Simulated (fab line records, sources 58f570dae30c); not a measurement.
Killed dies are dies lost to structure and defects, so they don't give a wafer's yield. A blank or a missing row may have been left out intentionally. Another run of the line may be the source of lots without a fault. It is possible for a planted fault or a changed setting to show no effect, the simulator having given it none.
Chamber matching || flow berkeley_cmos170 || UCB170_PWELL_WET_ETCH_19 on wet_bench-01 has 3 sister chambers
The step etches Si3N4 in H3PO4, time 14400 s. 14 wafers are shown with their chamber, then 7 later ones without.

== WAFERS PAIRED WITH THEIR CHAMBERS ==
{"wafer": "L311.1", "chamber": 1, "bath_heat_duty_pct (%)": 27.1, "bath_guard_temp_C (C)": 160.0}
{"wafer": "L311.3", "chamber": 1, "bath_heat_duty_pct (%)": 26.7, "bath_guard_temp_C (C)": 160.2}
{"wafer": "L311.5", "chamber": 1, "bath_heat_duty_pct (%)": 26.1, "bath_guard_temp_C (C)": 160.0}
{"wafer": "L312.1", "chamber": 3, "bath_heat_duty_pct (%)": 31.5, "bath_guard_temp_C (C)": 160.8}
{"wafer": "L312.3", "chamber": 3, "bath_heat_duty_pct (%)": 29.9, "bath_guard_temp_C (C)": 161.0}
{"wafer": "L312.5", "chamber": 3, "bath_heat_duty_pct (%)": 32.1, "bath_guard_temp_C (C)": 160.9}
{"wafer": "L328.2", "chamber": 2, "bath_heat_duty_pct (%)": 27.7, "bath_guard_temp_C (C)": 159.7}
{"wafer": "L328.5", "chamber": 2, "bath_heat_duty_pct (%)": 27.9, "bath_guard_temp_C (C)": 160.1}
{"wafer": "L328.6", "chamber": 2, "bath_heat_duty_pct (%)": 27.2, "bath_guard_temp_C (C)": 160.1}
{"wafer": "L326.2", "chamber": 1, "bath_heat_duty_pct (%)": 26.7, "bath_guard_temp_C (C)": 160.1}
{"wafer": "L326.4", "chamber": 1, "bath_heat_duty_pct (%)": 26.5, "bath_guard_temp_C (C)": 159.9}
{"wafer": "L326.5", "chamber": 1, "bath_heat_duty_pct (%)": 24.7, "bath_guard_temp_C (C)": 159.7}
{"wafer": "L331.1", "chamber": 3, "bath_heat_duty_pct (%)": 31.1, "bath_guard_temp_C (C)": 160.9}
{"wafer": "L331.2", "chamber": 3, "bath_heat_duty_pct (%)": 30.6, "bath_guard_temp_C (C)": 161.2}

SIGNATURES (means of the wafers above)
{"reading": "bath_heat_duty_pct", "chamber 1": 26.300, "chamber 2": 27.600, "chamber 3": 31.040, "scatter within a chamber": 0.78}
{"reading": "bath_guard_temp_C", "chamber 1": 159.983, "chamber 2": 159.967, "chamber 3": 160.960, "scatter within a chamber": 0.178}
Rule: a wafer lies at a distance from a chamber equal to the root of the sum of squares, over the readings, of (its reading less the chamber's mean, divided by the reading's scatter). The wafer belongs to the nearest chamber; if the next one is less than 2 further off, it can't be placed. The scatter: take each reading less its chamber's mean, square it, sum over the shown wafers, divide by the number of wafers less the number of chambers, and take the root.

== WAFERS WHOSE CHAMBER IS MISSING ==
{"wafer": "L331.3", "bath_heat_duty_pct (%)": 32.1, "bath_guard_temp_C (C)": 161.1}
{"wafer": "L332.1", "bath_heat_duty_pct (%)": 29.2, "bath_guard_temp_C (C)": 161.0}
{"wafer": "L332.2", "bath_heat_duty_pct (%)": 31.4, "bath_guard_temp_C (C)": 161.1}
{"wafer": "L332.6", "bath_heat_duty_pct (%)": 30.3, "bath_guard_temp_C (C)": 161.4}
{"wafer": "L333.3", "bath_heat_duty_pct (%)": 30.6, "bath_guard_temp_C (C)": 160.8}
{"wafer": "L333.5", "bath_heat_duty_pct (%)": 30.7, "bath_guard_temp_C (C)": 161.3}
{"wafer": "L333.6", "bath_heat_duty_pct (%)": 30.8, "bath_guard_temp_C (C)": 161.1}

== CHAMBER TAKEN BY EACH ==
{"wafer": "L331.3", "from the rows above": 3, "in truth": 3}
{"wafer": "L332.1", "from the rows above": 3, "in truth": 3}
{"wafer": "L332.2", "from the rows above": 3, "in truth": 3}
{"wafer": "L332.6", "from the rows above": 3, "in truth": 3}
{"wafer": "L333.3", "from the rows above": 3, "in truth": 3}
{"wafer": "L333.5", "from the rows above": 3, "in truth": 3}
{"wafer": "L333.6", "from the rows above": 3, "in truth": 3}
Placed correctly: 7 of 7. Number that these rows cannot place: 0. Wrongly placed: 0.
